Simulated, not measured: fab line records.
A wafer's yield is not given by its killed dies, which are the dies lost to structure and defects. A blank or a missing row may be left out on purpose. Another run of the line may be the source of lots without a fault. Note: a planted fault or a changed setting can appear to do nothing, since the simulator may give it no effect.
A single fault, viewed from 2 desks / flow berkeleyCmos170 / only its own numbers are on each desk; what lay behind them is given at the end

## DESK OF THE TOOL OWNER: rieDiel-03
The tool's own readings at UCB170_M3_ETCH_17 (etches BARC in N2/H2): means of the sampled wafers that have a number, for each lot that ran on this tool. Any lot whose mean is over 4 standard deviations away from the usual mean is out of limits and marked OUT; that distance is given in the brackets.
Columns: A = chamberPressureMTorr at UCB170_M3_ETCH_17, usual 29.997 mTorr; B = drypumpMotorCurrentA at UCB170_M3_ETCH_17, usual 5.9 A; C = oesProductAu at UCB170_M3_ETCH_17, usual 1.000 a.u.; D = throttleValvePct at UCB170_M3_ETCH_17, usual 13.23 %
lot=L488; first seen here=day 8 15:27; A=30.000; B=5.9; C=1.025; D=13.19
lot=L492; first seen here=day 9 09:05; A=29.982; B=6.0; C=0.999; D=13.19
lot=L491; first seen here=day 9 11:56; A=29.983; B=5.8; C=1.020; D=13.11
lot=L496; first seen here=day 10 05:05; A=29.991; B=5.7; C=0.961; D=13.16
Finding of this desk: none of the 4 lots has anything out of limits.

## FROM THE METROLOGY DESK
What the gauges read for every lot (on any tool): the sampled wafers with a number, averaged. Any lot whose mean is over 4 standard deviations away from the usual mean is out of limits and marked OUT; that distance is given in the brackets.
Columns: A = V2_POLISHED_THK at UCB170_V2_THK_MEAS_04, usual 1000.0 nm; B = cdNm at UCB170_V2_CD_MEAS_12, usual 699.7 nm
lot=L488; first seen here=day 8 11:33; A=1000.9; B=700.6
lot=L492; first seen here=day 9 02:52; A=1001.2; B=697.3
lot=L490; first seen here=day 9 06:57; A=1000.8; B=699.0
lot=L491; first seen here=day 9 07:04; A=1000.8; B=699.5
lot=L493; first seen here=day 9 20:08; A=998.4; B=699.6
lot=L494; first seen here=day 9 22:14; A=1000.6; B=700.6
lot=L496; first seen here=day 10 01:05; A=1000.0; B=699.1
lot=L503; first seen here=day 11 16:06; A=1000.9; B=699.3
lot=L505; first seen here=day 12 08:56; A=998.8; B=701.5
lot=L508; first seen here=day 12 23:12; A=999.9; B=697.9
lot=L506; first seen here=day 12 23:36; A=999.9; B=699.4
lot=L510; first seen here=day 12 23:55; A=1001.0; B=701.2
lot=L511; first seen here=day 13 01:43; A=1000.0; B=699.3
Finding of this desk: none of the 13 lots has anything out of limits.

## ALL TOGETHER
The desk of the tool owner found nothing out of limits.
From the metrology desk's view, nothing was out of limits.

## WHAT THE SIMULATOR HAD PUT IN
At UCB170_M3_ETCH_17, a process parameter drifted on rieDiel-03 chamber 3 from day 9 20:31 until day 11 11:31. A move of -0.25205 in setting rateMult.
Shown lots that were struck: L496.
